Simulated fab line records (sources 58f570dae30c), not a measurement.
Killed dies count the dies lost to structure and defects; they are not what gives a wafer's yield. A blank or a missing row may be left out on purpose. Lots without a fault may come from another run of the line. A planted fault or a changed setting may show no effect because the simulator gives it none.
What tool caused it?    flow berkeleyCmos170    39 wafers from 13 lots sampled at 5 of the route's 331 steps

WHAT THE GAUGES SHOWED, per wafer
UCB170_SPACER_THK_MEAS_01. Usual: for SPACER_TEOS_THK the level is 376 nm and the standard deviation is 5.1.
lot   measured      on            SPACER_TEOS_THK (nm)  flag
L929  day 6 05:14   filmMetro-04  374 366 371           
L931  day 6 15:40   filmMetro-02  378 380 378           
L932  day 7 04:05   filmMetro-04  376 384 377           
L933  day 7 11:19   filmMetro-04  378 377 381           
L934  day 7 11:19   filmMetro-01  375 378 378           
L935  day 7 23:11   filmMetro-04  368 371 383           
L937  day 8 03:56   filmMetro-04  374 381 388           
L938  day 8 09:38   filmMetro-04  378 384 385           
L942  day 9 01:23   filmMetro-02  375 384 377           
L943  day 9 16:31   filmMetro-04  375 375 383           
L944  day 9 17:12   filmMetro-01  379 372 385           
L945  day 9 17:02   filmMetro-01  372 374 376           
L950  day 10 16:59  filmMetro-01  371 383 373           

UCB170_M1_CD_MEAS_90: target cd 700 nm. Usual: cdNm at 699.8 nm, with a standard deviation of 2.4.
lot   measured      on        cdNm (nm)          flag
L929  day 6 21:37   cdSem-01  698.2 699.5 697.1  
L931  day 7 13:10   cdSem-01  700.7 700.4 701.3  
L932  day 8 01:05   cdSem-02  697.8 699.3 699.6  
L933  day 8 07:08   cdSem-01  696.4 698.2 696.1  
L934  day 8 07:25   cdSem-02  699.6 699.8 703.9  
L935  day 8 16:25   cdSem-02  695.4 698.3 697.0  
L937  day 9 01:32   cdSem-01  700.3 700.1 705.9  
L938  day 9 09:28   cdSem-01  702.8 701.1 703.0  
L942  day 9 20:32   cdSem-01  696.5 695.7 699.4  
L943  day 10 13:04  cdSem-01  698.0 701.0 699.5  
L944  day 10 17:25  cdSem-01  701.5 699.7 704.3  
L945  day 10 15:14  cdSem-01  700.5 698.5 700.0  
L950  day 11 11:23  cdSem-01  697.8 700.3 697.5  

UCB170_M2_CD_MEAS_15: target cd 700 nm. Usual: cdNm at 700.3 nm, with a standard deviation of 1.2.
lot   measured      on        cdNm (nm)          flag
L929  day 7 09:31   cdSem-01  699.1 700.2 698.6  
L931  day 8 00:11   cdSem-01  701.1 701.1 700.8  
L932  day 8 10:29   cdSem-01  698.7 699.5 699.6  
L933  day 8 17:02   cdSem-01  701.6 700.6 701.1  
L934  day 8 17:25   cdSem-02  701.2 699.6 699.8  
L935  day 9 03:29   cdSem-02  700.1 699.5 699.2  
L937  day 9 13:42   cdSem-02  701.3 701.4 702.2  
L938  day 9 17:31   cdSem-02  702.1 702.5 702.8  
L942  day 10 06:30  cdSem-01  698.1 697.6 698.5  
L943  day 10 22:46  cdSem-02  700.2 700.9 700.9  
L944  day 11 02:41  cdSem-02  701.3 703.5 703.1  
L945  day 10 23:02  cdSem-02  701.5 700.3 700.1  
L950  day 11 19:26  cdSem-01  700.8 700.0 699.9  

WHAT TOOL EACH LOT RAN ON (gives the tool, then ch and the chambers of the sampled wafers, and finally the start)
lot   UCB170_ACTIVE_ETCH_15             UCB170_ACTIVE_STRIP_16
L929  rieDiel-02 ch 1,2, day 4 02:12    plasmaAsher-01 ch 0,1, day 4 02:18
L931  rieDiel-01 ch 1,2,3, day 4 12:52  plasmaAsher-04 ch 0,1, day 4 13:01
L932  rieDiel-01 ch 0,3, day 4 18:41    plasmaAsher-04 ch 0,1, day 4 18:47
L933  rieDiel-01 ch 1,2,3, day 5 04:59  plasmaAsher-01 ch 0,1, day 5 05:05
L934  rieDiel-02 ch 0,2,3, day 5 05:05  plasmaAsher-04 ch 0,1, day 5 05:13
L935  rieDiel-01 ch 0,1, day 5 12:53    plasmaAsher-01 ch 0,1, day 5 12:59
L937  rieDiel-03 ch 0,3, day 5 22:49    plasmaAsher-04 ch 0,1, day 5 22:55
L938  rieDiel-03 ch 0,1,3, day 6 08:14  plasmaAsher-03 ch 0,1, day 6 08:22
L942  rieDiel-01 ch 1,2,3, day 6 19:31  plasmaAsher-01 ch 0, day 6 19:37
L943  rieDiel-03 ch 1,3, day 7 08:08    plasmaAsher-03 ch 0,1, day 7 08:14
L944  rieDiel-01 ch 0,1, day 7 16:38    plasmaAsher-03 ch 0,1, day 7 16:44
L945  rieDiel-01 ch 2,3, day 7 19:40    plasmaAsher-01 ch 0,1, day 7 19:46
L950  rieDiel-02 ch 1,2, day 8 17:40    plasmaAsher-01 ch 0,1, day 8 17:46
- UCB170_ACTIVE_ETCH_15: etches Si3N4 in CH3F/Ar/O2, stops on SiO2, target depth 242 nm, time 151 s.
- UCB170_ACTIVE_STRIP_16: strips in O2.

AS READ BY THE TOOLS THEMSELVES (means over the sampled wafers that have a number; for cases with no such wafer, the mark the record gives instead)
UCB170_ACTIVE_ETCH_15. Usual: chamberPressureMTorr 50.01 mTorr, standard deviation 0.042; drypumpMotorCurrentA 5.7 A, standard deviation 0.37; oesProductAu 0.944 a.u., standard deviation 0.014; runLengthS 179.3 s, standard deviation 0.46; throttleValvePct 8.05 %, standard deviation 0.16.
lot   tool        chamberPressureMTorr (mTorr)  drypumpMotorCurrentA (A)  oesProductAu (a.u.)  runLengthS (s)  throttleValvePct (%)  flag
L929  rieDiel-02  49.99                         5.6                       0.939                178.9           7.89                  
L931  rieDiel-01  50.00                         5.5                       0.954                179.5           8.08                  
L932  rieDiel-01  50.06                         5.5                       0.960                179.3           8.10                  
L933  rieDiel-01  49.98                         5.5                       0.942                179.2           8.06                  
L934  rieDiel-02  49.98                         5.5                       0.945                179.2           7.92                  
L935  rieDiel-01  50.00                         6.1                       0.951                179.7           8.19                  
L937  rieDiel-03  50.02                         5.7                       0.948                178.9           8.01                  
L938  rieDiel-03  49.98                         5.7                       0.941                179.1           8.00                  
L942  rieDiel-01  50.03                         5.5                       0.942                179.4           8.07                  
L943  rieDiel-03  50.01                         5.5                       0.939                179.5           8.13                  
L944  rieDiel-01  50.01                         6.0                       0.940                179.7           8.10                  
L945  rieDiel-01  50.03                         5.4                       0.922                185.7           8.13                  OFF
L950  rieDiel-02  50.03                         5.7                       0.954                179.1           7.82                  

UCB170_ACTIVE_STRIP_16. Usual: chamberPressureMTorr 3500 mTorr, standard deviation 3; drypumpMotorCurrentA 5.6 A, standard deviation 0.67; oesProductAu 0.721 a.u., standard deviation 0.0045; stripTimeToEndpointS 18.09 s, standard deviation 0.089.
lot   tool            chamberPressureMTorr (mTorr)  drypumpMotorCurrentA (A)  oesProductAu (a.u.)  stripTimeToEndpointS (s)  flag
L929  plasmaAsher-01  3499                          5.5                       0.718                18.13                     
L931  plasmaAsher-04  3502                          6.5                       0.719                18.08                     
L932  plasmaAsher-04  3500                          6.6                       0.725                18.23                     
L933  plasmaAsher-01  3500                          5.1                       0.721                18.16                     
L934  plasmaAsher-04  3500                          6.6                       0.725                18.12                     
L935  plasmaAsher-01  3498                          5.5                       0.725                18.19                     
L937  plasmaAsher-04  3498                          6.5                       0.724                18.13                     
L938  plasmaAsher-03  3499                          5.3                       0.721                18.01                     
L942  plasmaAsher-01  3501                          5.9                       0.720                17.99                     
L943  plasmaAsher-03  3501                          5.5                       0.723                18.06                     
L944  plasmaAsher-03  3499                          5.5                       0.718                18.22                     
L945  plasmaAsher-01  3500                          5.5                       0.721                17.92                     
L950  plasmaAsher-01  3499                          5.5                       0.726                18.06                     

THE ANSWER, worked out from the rows above alone
Rule: a lot is off if the mean of its wafers that have a number lies more than 3 standard deviations from the usual mean. A lot without any number at a reading at which 4 lots or more have one is off too. Any other lot the step has rows for is counted as sound. After the gauges, taken in route order, come the tools' own readings; for these a lot's mean is taken, as printed above. The first step at which some lot is off is used, and at that step the reading that is off furthest; a lot without a number counts as furthest.
Off, at UCB170_ACTIVE_ETCH_15 on runLengthS: L945.
A tool fits if, at that step or a process step before it, it ran every lot that is off, and no sound lot after the first of them. One candidate fits, namely rieDiel-01 at UCB170_ACTIVE_ETCH_15. Its last sound lot is L944 (day 7 16:38), its first lot that is off L945 (day 7 19:40): a fault that began between those two fits.
The tool's own readings at UCB170_ACTIVE_ETCH_15 bear it out: on the lots that are off they differ by more than 5 times the standard deviation of the sound lots' means. runLengthS reads 185.7 s there against 179.3 s on the sound lots.

WHAT THE SIMULATOR HAD PUT IN
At UCB170_ACTIVE_ETCH_15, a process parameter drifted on rieDiel-01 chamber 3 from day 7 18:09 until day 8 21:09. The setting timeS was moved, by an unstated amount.
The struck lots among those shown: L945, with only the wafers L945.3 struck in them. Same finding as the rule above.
